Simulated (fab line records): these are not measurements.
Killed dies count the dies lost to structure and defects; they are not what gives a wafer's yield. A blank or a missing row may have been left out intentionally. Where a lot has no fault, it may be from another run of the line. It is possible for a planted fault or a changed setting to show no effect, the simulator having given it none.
Lot-split experiment	flow berkeley cmos170	5 lots, 23 wafers read, on a route of 331 steps

## THE SPLIT ITSELF
At UCB170_PSD_PEB_04, the setting peb temp c was moved away from the recipe's 130 C on 10 of the 23 wafers read, by -3.0% to +2.6%. For the rest of the wafers, this setting stayed at what the recipe calls for.

## BETWEEN THE SPLIT AND THE READING: the file shows 1 step in between
- UCB170_PSD_DEVELOP_05: develop time 45 s

## THE READING
Shown in nm: cd nm at UCB170_PSD_CD_MEAS_06, with target cd 1200 nm. Fault-free wafers of this fab line usually give 1199.7 nm, standard deviation 1.5 nm.

wafer	tool, chamber at the split	peb temp c as run, C	against the recipe	cd nm, nm	against lot-mates on the recipe
L075.1	litho track-03, 0	130	recipe	1200.3	-
L075.2	litho track-03, 0	133.4	+2.6%	1220.8	+20.0
L075.3	litho track-03, 0	133.4	+2.6%	1220.0	+19.2
L075.4	litho track-03, 0	130	recipe	1201.2	-
L075.5	litho track-03, 0	130	recipe	1200.9	-
L077.1	litho track-03, 0	126.1	-3.0%	1166.6	-30.5
L077.2	litho track-03, 0	130	recipe	1197.8	-
L077.4	litho track-03, 0	126.1	-3.0%	1166.8	-30.3
L077.5	litho track-03, 0	130	recipe	1196.9	-
L077.6	litho track-03, 0	130	recipe	1196.7	-
L085.2	litho track-01, 0	130	recipe	1199.9	-
L085.3	litho track-01, 0	132.2	+1.7%	1212.7	+13.2
L085.4	litho track-01, 0	130	recipe	1199.1	-
L085.5	litho track-01, 0	132.2	+1.7%	1212.3	+12.8
L085.6	litho track-01, 0	132.2	+1.7%	1212.9	+13.4
L083.1	litho track-04, 0	132.9	+2.2%	1221.6	+20.0
L083.2	litho track-04, 0	130	recipe	1201.2	-
L083.3	litho track-04, 0	130	recipe	1202.0	-
L083.5	litho track-04, 0	132.9	+2.2%	1220.8	+19.2
L083.6	litho track-04, 0	132.9	+2.2%	1217.7	+16.1
L084.2	litho track-04, 0	130	recipe	1199.6	-
L084.3	litho track-04, 0	130	recipe	1199.4	-
L084.6	litho track-04, 0	130	recipe	1200.7	-

THE FIT
A straight line over all 23 wafers: cd nm changes by +9.46 nm for each +1% of peb temp c; r = +0.99; the points scatter about the line by 2.3 nm.
The same after taking each lot's own level away (the mean of its wafers on the recipe; 23 wafers): +8.82 nm for each +1%; r = +0.99; scatter 1.6 nm.
That fit puts the effect of the largest move of peb temp c on the reading at 26 nm.
From 1197.13 to 1201.60 nm: that is the span of the lots' own levels, equal to 3.0 times the standard deviation above.
Consequently the slope shifts little with the lot-to-lot level, the two slopes agreeing.
Check: with one of the wafers moved furthest among these (-3.0%) left out of the fit, the line predicts -26.3 nm for it against its lot-mates. Against them it came out at -30.5 nm.

## FILE'S OWN FIT
cd nm changes by +8.7 nm for each +1% of peb temp c, r = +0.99.
